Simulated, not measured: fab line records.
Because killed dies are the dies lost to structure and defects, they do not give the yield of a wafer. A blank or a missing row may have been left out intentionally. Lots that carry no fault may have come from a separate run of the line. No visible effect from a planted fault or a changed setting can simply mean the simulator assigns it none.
Problem report in the 8D (eight disciplines) form, filled by code + flow berkeley-cmos170 + the parts of the form that need people (team, actions taken, sign-off) are left out

1. THE ISSUE
Across 9 wafers from 3 lots, WELLDRIVE_OXIDE_THK at UCB170_WELLDRIVE_THK_MEAS_02 averages 225 nm, while fault-free wafers read 200 nm with a standard deviation of 3.9. That is +6.3 standard deviations from the usual mean.
Seen first at day 6 08:13 on film-metro-03, wafer L777.1. The record holds 45 wafers of 15 lots with a number at this step. Rule for "out", or "out of limits": more than 4 standard deviations from the usual mean. The rest of the wafers with a number are treated as sound.

2. WHAT THIS IS AND IS NOT
| question                    | is                           | is not                                                                                                   |
|-----------------------------|------------------------------|----------------------------------------------------------------------------------------------------------|
| which readings at this step | WELLDRIVE_OXIDE_THK          | -                                                                                                        |
| which lots                  | L776, L777, L778             | L766, L767, L768, L770, L771, L780, L781, L785, L786, L787, L788, L789                                   |
| which wafers of those lots  | all that have a number       | -                                                                                                        |
| read on which gauges        | film-metro-01, film-metro-03 | film-metro-04                                                                                            |
| when                        | from day 6 08:13             | up to then (15 sound wafers); but 21 sound wafers of L780, L781, L785, L786, L787, L788, L789 came after |

3. THE SUSPECTS, EACH WITH WHAT RULES IT OUT
Counting: any tool at a process step up to the reading is kept as a suspect provided that every lot that is out went through it and no sound lot did after the first of them.
- ruled out: the gauge at UCB170_WELLDRIVE_THK_MEAS_02. The wafers that are out were read on 2 gauges (film-metro-01, film-metro-03).
- furnace-01 at UCB170_WELLDRIVE_OXIDATION_01 (target thk 199 nm, ox time 9000 s): kept. It ran every lot that is out, first L776 (day 6 04:43), and no sound lot after that; its last sound lot up to then is L771 (day 5 03:40). Its own spike-tc-centre-C, spike-tc-source-C, tube-center-temp-C, tube_center_temp_C_max readings are out on those wafers.
Left after counting: furnace-01 at UCB170_WELLDRIVE_OXIDATION_01.

4. THE CAUSE (what the simulator had put in)
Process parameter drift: furnace-01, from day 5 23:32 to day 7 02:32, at UCB170_WELLDRIVE_OXIDATION_01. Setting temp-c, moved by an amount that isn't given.
The count eliminated every tool but this one.

5. THE CHAIN OF EFFECTS, in route order
Each row: a reading whose mean over the struck wafers that have a number lies more than 3 standard deviations from the usual. Scope: only readings with a usual standard deviation given in the record; hours: median across lots of the time from each lot's start at the first step in this table that gives one to its start at this step; sigmas: change in usual standard deviations.
| hours | step                          | reading                | usual    | on struck wafers | change | sigmas      |
|-------|-------------------------------|------------------------|----------|------------------|--------|-------------|
| 0     | UCB170_WELLDRIVE_OXIDATION_01 | spike-tc-centre-C      | 1101.2 C | 1120.6           | +19.4  | +15         |
| 0     | UCB170_WELLDRIVE_OXIDATION_01 | spike-tc-load-C        | 1129 C   | 1145             | +16    | +3.6        |
| 0     | UCB170_WELLDRIVE_OXIDATION_01 | spike-tc-source-C      | 1127.5 C | 1146.1           | +18.6  | +9.3        |
| 0     | UCB170_WELLDRIVE_OXIDATION_01 | tube-center-temp-C     | 1100 C   | 1120             | +20    | +99 or more |
| 0     | UCB170_WELLDRIVE_OXIDATION_01 | tube_center_temp_C_max | 1102.9   | 1122.9           | +20.0  | +43         |
| 4     | UCB170_WELLDRIVE_THK_MEAS_02  | WELLDRIVE_OXIDE_THK    | 200 nm   | 225              | +25    | +6.3        |
Here are the process steps it includes:
- UCB170_WELLDRIVE_OXIDATION_01: target thk 199 nm, ox time 9000 s.

6. HOW IT WOULD HAVE BEEN CAUGHT EARLIER
9 hours passed between the start of the fault at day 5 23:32 and the first reading out of limits at a measuring or inspecting step in this record, taken at day 6 08:13.
Tool's own readings at UCB170_WELLDRIVE_OXIDATION_01, spike-tc-centre-C, spike-tc-source-C, tube-center-temp-C, tube_center_temp_C_max: out on all struck wafers the step has rows for; an alarm limit on them would have tripped on the first.
Each of the lots that are out, 3 in all, had begun UCB170_WELLDRIVE_OXIDATION_01 on furnace-01 no later than day 6 08:13. Holding the tool at that point would not have protected any of them.
